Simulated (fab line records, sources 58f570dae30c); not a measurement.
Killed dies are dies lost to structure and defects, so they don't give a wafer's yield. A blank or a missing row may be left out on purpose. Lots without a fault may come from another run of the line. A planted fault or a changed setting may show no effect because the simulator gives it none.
Chamber matching | flow berkeley_cmos170 | UCB170_ZERO_ETCH_06 on rie_diel-01: 4 sister chambers
The step etches SiO2 in CHF3/CF4/Ar, time 12 s. 8 wafers are shown with their chamber, then 8 later ones without.

WAFERS WITH THEIR CHAMBER
wafer  | chamber | drypump_motor_current_A (A) | throttle_valve_pct (%)
L079.1 | 3       | 5.5                         | 9.16
L080.1 | 1       | 6.4                         | 9.48
L080.4 | 2       | 6.0                         | 9.45
L080.5 | 0       | 5.9                         | 9.46
L083.3 | 1       | 6.4                         | 9.51
L083.4 | 0       | 5.9                         | 9.45
L083.5 | 2       | 6.1                         | 9.45
L084.3 | 3       | 5.5                         | 9.17

WAFERS WITHOUT THEIR CHAMBER
wafer  | drypump_motor_current_A (A) | throttle_valve_pct (%)
L084.4 | 6.0                         | 9.45
L084.6 | 5.5                         | 9.17
L091.2 | 6.0                         | 9.45
L091.5 | 5.9                         | 9.47
L091.6 | 6.0                         | 9.45
L093.1 | 5.5                         | 9.17
L093.2 | 6.1                         | 9.43
L093.3 | 6.4                         | 9.50

WHICH CHAMBER EACH WENT THROUGH
wafer  | from the rows above     | in truth
L084.4 | can't be placed: 2 or 0 | 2
L084.6 | 3                       | 3
L091.2 | can't be placed: 2 or 0 | 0
L091.5 | 0                       | 0
L091.6 | can't be placed: 2 or 0 | 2
L093.1 | 3                       | 3
L093.2 | 2                       | 2
L093.3 | 1                       | 1
Placed correctly: 5 of 8. Can't be placed from these rows: 3 (the true chamber is among the candidates in 3). Placed wrongly: 0.
How it was worked out, from the rows above alone: a wafer's distance from a chamber is the root of the sum, over the readings, of the square of ((its reading less the chamber's mean) divided by the reading's scatter). The wafer belongs to the nearest chamber; if the next one is less than 2 further off, it can't be placed. A chamber's mean is the mean of its shown wafers. The scatter: the root of (the sum of the squares of (reading less its chamber's mean) over the shown wafers, divided by (wafers less chambers)).
